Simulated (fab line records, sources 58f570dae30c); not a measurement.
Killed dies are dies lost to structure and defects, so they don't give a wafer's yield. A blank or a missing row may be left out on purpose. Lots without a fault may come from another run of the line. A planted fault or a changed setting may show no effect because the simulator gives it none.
fab line records | flow berkeley_cmos170
record lots=7 wafers=21 last_day=12
route steps=331 shown PWELL@44 WELLDRIVE@55
lots that met no fault: from a run of the same line without faults
start_h: hours from the record's first day to the start of the lot's first wafer shown | wait_h: hours since the lot's step before | " the same as in the row above | L1.1+2: a row that stands for several wafers | - no value, or no start given | * or withheld: withheld | < > ~ a bound
route shown NAME@n: a module of which the file shows steps, and the number in the route of the first | usual: mean/standard deviation of fault-free wafers | same: alike in all rows | chamber/n: place in a boat | sites: the reading at each site | _std_site: their standard deviation | _edge_site: outer sites' mean less inner sites' | radius_mm: how far each site lies from the wafer's centre | mask NAME#n: copy n | behind: the tool/chamber that last shaped the wafer | hold: why the lot was held/for how many hours/how that ended | device: the transistor (n, p or np) that didn't switch | end of line: the same wafers' tests at the end of the route | a step without rows: its recipe alone | killed: dies lost to structure and defects at the first sort, not the wafer's yield | map: a wafer's dies, x killed, . not, _ none there
set.NAME: the setting as run; set.NAME@STEP: as run at that earlier step | model.NAME: the simulator's own value behind a step, which no gauge read
lots at some steps of the route; a table a step, a row a wafer
services: from which hour (start_h, from the record's first day; less than 0 if before it) a tool's chamber was out of use, for how many hours, and why
## steps
# step UCB170_PWELL_EXPOSE_10
# recipe mask_id=PWELL target_cd_nm=3000 na=0.5 sigma_outer=0.6 source_shape=conventional dose_mj=19
# step UCB170_PWELL_PEB_11
# recipe peb_temp_c=130 peb_time_s=withheld resist=KrF
# step UCB170_PWELL_DEVELOP_12
# recipe developer=TMAH develop_time_s=45 resist=KrF dev_temp_c=21
# step UCB170_PWELL_OVL_MEAS_13
# usual PWELL_OVL=-3/5.8
# columns lot.wafer tool chamber start_h wait_h PWELL_OVL[nm]
L869.2 overlay-01 - 71.39 - -8
L869.5 " - " " 9
L869.6 " - " " -1
L871.1 overlay-02 - 84.52 - 3
L871.5 " - " " 9
L871.6 " - " " -6
L876.2 overlay-02 - 113.91 - 5
L876.4 " - " " 3
L876.5 " - " " 2
L877.1 overlay-01 - 114.10 - 2
L877.2 " - " " -9
L877.4 " - " " -2
L878.3 overlay-02 - 122.52 - 5
L878.4 " - " " 3
L878.5 " - " " -2
L881.2 overlay-01 - 141.01 - -4
L881.3 " - " " 10
L881.5 " - " " 3
L888.1 overlay-02 - 168.67 - -5
L888.3 " - " " -4
L888.5 " - " " -12
# step UCB170_PWELL_ETCH_14
# recipe chemistry=CH3F/Ar/O2 target=Si3N4 stop_on=SiO2 CH3F_flow_sccm=20 Ar_flow_sccm=50 O2_flow_sccm=7 pressure_mtorr=50 rf_w=450 target_depth_a=2420 over_etch_frac=0.1 time_s=151
# usual drypump_motor_current_A=5.7/0.43 oes_product_au=0.940/0.014 throttle_valve_pct=8.09/0.11
# same over_etch_frac=0.1
# columns lot.wafer tool chamber start_h wait_h drypump_motor_current_A oes_product_au rf_hours_counter_h throttle_valve_pct
L869.2 rie_diel-02 3 71.42 0.0 5.7 0.936 8 8.00
L869.5 " 3 " " 5.7 0.954 - 7.98
L869.6 " 0 " " 6.3 0.934 - 8.05
L871.1 rie_diel-04 0 84.56 0.0 6.1 0.913 28 8.14
L871.5 " 3 " " 5.5 0.939 - 8.18
L871.6 " 2 " " 6.3 0.964 - 7.88
L876.2 rie_diel-02 3 113.94 0.0 5.7 0.941 10 7.98
L876.4 " 0 " " 6.3 0.921 - 8.04
L876.5 " 2 " " 5.2 0.955 - 8.13
L877.1 rie_diel-01 0 114.14 0.0 5.0 0.923 9 8.16
L877.2 " 2 " " 5.5 0.947 62 8.02
L877.4 " 1 " " 6.1 0.929 17 8.14
L878.3 rie_diel-02 2 122.54 0.0 5.2 0.949 147 8.11
L878.4 " 3 " " 5.7 0.942 - 7.98
L878.5 " 2 " " 5.2 0.952 - 8.12
L881.2 rie_diel-01 3 141.04 0.0 5.4 0.960 119 8.06
L881.3 " 1 " " 6.1 0.944 18 8.15
L881.5 " 3 " " 5.4 0.944 - 8.07
L888.1 rie_diel-02 0 168.70 0.0 6.3 0.933 17 8.03
L888.3 " 3 " " 5.7 0.940 14 7.99
L888.5 " 3 " " 5.7 0.944 - 7.97
# step UCB170_PWELL_IMPLANT_15
# recipe species=B dose_cm2=5e+12 energy_kev=60 tilt_deg=7.136
# step UCB170_PWELL_STRIP_16
# recipe chemistry=O2 power_w=400 pressure_mtorr=3500 platen_temp_c=withheld o2_flow_sccm=400 overash_fraction=0.5
# usual drypump_motor_current_A=5.9/0.46 oes_product_au=0.720/0.0043 strip_time_to_endpoint_s=18.14/0.062
# columns lot.wafer tool chamber start_h wait_h drypump_motor_current_A oes_product_au rf_hours_counter_h strip_time_to_endpoint_s
L869.2 plasma_asher-03 1 71.67 0.1 5.7 0.728 29 18.03
L869.5 " 0 " " 6.4 0.720 - 18.11
L869.6 " 1 " " 5.7 0.718 - 18.16
L871.1 plasma_asher-01 0 84.81 0.1 5.2 0.723 36 18.03
L871.5 " 1 " " 5.7 0.722 - 18.05
L871.6 " 0 " " 5.2 0.726 - 18.09
L876.2 plasma_asher-01 1 114.19 0.1 5.7 0.724 39 18.25
L876.4 " 0 " " 5.1 0.715 - 18.25
L876.5 " 0 " " 5.2 0.715 - 18.27
L877.1 plasma_asher-03 1 114.39 0.1 5.7 0.720 34 18.07
L877.2 " 0 " " 6.4 0.716 34 18.11
L877.4 " 1 " " 5.7 0.718 - 18.07
L878.3 plasma_asher-04 0 122.83 0.1 6.5 0.719 - 18.15
L878.4 " 1 " " 5.5 0.716 - 18.19
L878.5 " 0 " " 6.5 0.726 - 18.19
L881.2 plasma_asher-04 0 141.29 0.1 6.5 0.722 2 18.15
L881.3 " 1 " " 5.6 0.728 - 18.13
L881.5 " 0 " " 6.5 0.718 - 18.12
L888.1 plasma_asher-01 1 168.95 0.1 5.7 0.719 45 18.16
L888.3 " 0 " " 5.2 0.720 - 18.16
L888.5 " 1 " " 5.7 0.725 - 18.17
# step UCB170_PWELL_TW_MEAS_17
# usual PWELL_TW=378.1/2.5
# columns lot.wafer tool chamber start_h wait_h PWELL_TW
L869.2 film_metro-02 - 71.78 0.1 379.5
L869.5 " - " " 381.7
L869.6 " - " " 380.3
L871.1 film_metro-03 - 84.91 0.1 376.7
L871.5 " - " " 377.8
L871.6 " - " " 376.0
L876.2 film_metro-04 - 114.30 0.1 380.0
L876.4 " - " " 377.9
L876.5 " - " " 378.7
L877.1 film_metro-02 - 114.49 0.1 381.8
L877.2 " - " " 381.7
L877.4 " - " " 379.7
L878.3 film_metro-02 - 122.91 0.1 377.5
L878.4 " - " " 380.4
L878.5 " - " " 379.9
L881.2 film_metro-04 - 141.40 0.1 377.4
L881.3 " - " " 378.1
L881.5 " - " " 375.0
L888.1 film_metro-02 - 169.05 0.1 382.6
L888.3 " - " " 382.0
L888.5 " - " " 381.8
# step UCB170_PWELL_CLEAN_18
# recipe chemistry=SPM temp_c=120 time_s=600
# step UCB170_PWELL_WET_ETCH_19
# recipe chemistry=H3PO4 target=Si3N4 temp_c=160 time_s=14400
# step UCB170_PWELL_WET_ETCH_20
# recipe chemistry=BOE dilution=5:1 target=SiO2 temp_c=25 time_s=22
# step UCB170_WELLDRIVE_CLEAN_00
# recipe chemistry=SPM temp_c=120 time_s=600
# step UCB170_WELLDRIVE_OXIDATION_01
# recipe temp_c=1100 ambient=O2 target_thk_a=1990 ox_time_s=9000
# usual ox_temp_c=1100.0/0.51 ox_temp_c_max=1105.8/1.4 ox_time_s=9000/0 tube_center_temp_C=1100/0.11
# columns lot.wafer tool chamber start_h wait_h ox_temp_c ox_temp_c_max ox_time_s tube_center_temp_C
L869.2 furnace-02 0 82.27 3.5 1100.6 1104.4 9000 1099.9
L869.5 " 0 " " 1099.4 1104.3 9000 1099.9
L869.6 " 0 " " 1099.8 1105.4 9000 1099.9
L871.1 furnace-04 0 98.04 5.7 1100.5 1108.7 9000 1100
L871.5 " 0 " " 1099.9 1106.1 9000 1100.1
L871.6 " 0 " " 1100.6 1106.1 9000 1100.2
L876.2 furnace-02 - 125.91 3.4 - - - -
L876.4 " - " " - - - -
L876.5 " - " " - - - -
L877.1 furnace-02 - 125.91 3.4 - - - -
L877.2 " - " " - - - -
L877.4 " - " " - - - -
L878.3 furnace-04 - 130.96 3.3 - - - -
L878.4 " - " " - - - -
L878.5 " - " " - - - -
L881.2 furnace-04 0 150.39 0.3 1100.2 1106.8 9000 1100.1
L881.3 " 0 " " 1100.8 1107.3 9000 1100.2
L881.5 " 0 " " 1100.2 1107.3 9000 1099.9
L888.1 furnace-02 0 173.76 0.3 1100.7 1107.0 9000 1100
L888.3 " 0 " " 1100.8 1106.4 9000 1100.1
L888.5 " 0 " " 1100.9 1105.3 9000 1099.6
## services
# columns tool chamber start_h hours kind
rie_diel-04 - 66.18 0.3 repair
furnace-04 - 82.30 4.0 pm
rie_diel-02 1 87.27 86.1 repair
rie_diel-01 0 100.85 1.8 repair
plasma_asher-04 - 108.75 9.0 pm
plasma_asher-04 0 108.75 9.0 vent_cycle
plasma_asher-04 1 108.75 9.0 vent_cycle
rie_diel-02 - 110.87 0.6 repair
plasma_asher-04 0 117.75 - clean
plasma_asher-04 1 117.75 - clean
rie_diel-04 1 120.34 - clean
rie_diel-04 1 120.34 16.6 scheduled_down
rie_diel-04 1 120.34 16.6 vent_cycle
rie_diel-04 0 136.11 4.1 repair
rie_diel-01 3 154.98 7.9 repair
plasma_asher-04 - 162.68 4.5 repair
rie_diel-02 2 169.45 5.6 repair
furnace-04 - 169.52 3.4 pm
## key
first_sign step=UCB170_WELLDRIVE_OXIDATION_01 reading=tool_record direction=missing
effect none on later readings
met_at UCB170_WELLDRIVE_OXIDATION_01
struck_wafers L876.2,L876.4,L876.5,L877.1,L877.2,L877.4,L878.3,L878.4,L878.5
later_rows_left_out L876.2,L876.4,L876.5,L877.1,L877.2,L877.4,L878.3,L878.4,L878.5
sort_left_out L876.2,L876.4,L876.5,L877.1,L877.2,L877.4,L878.3,L878.4,L878.5
tester_left_out L876,L877,L878
onset_between 98.04 125.91
fault kind=skipped_step_whole tool=furnace-02,furnace-04 chamber=- onset_h=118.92 steps=UCB170_WELLDRIVE_OXIDATION_01 scope=struck_lots_only
# tester_left_out: of these lots the tester's yield and bins aren't shown, on N5 and GAA mostly nor the transistor test; their killed dies are dies lost to structure and defects alone, not to doping, threshold or leakage, so they don't give the yield
# sort_left_out: the simulated sort isn't trusted on such a fault, so these wafers' sort isn't shown, and their yield isn't known
# later_rows_left_out: the simulator's readings of these wafers behind a module that went badly wrong aren't trusted and aren't shown, but for the sort
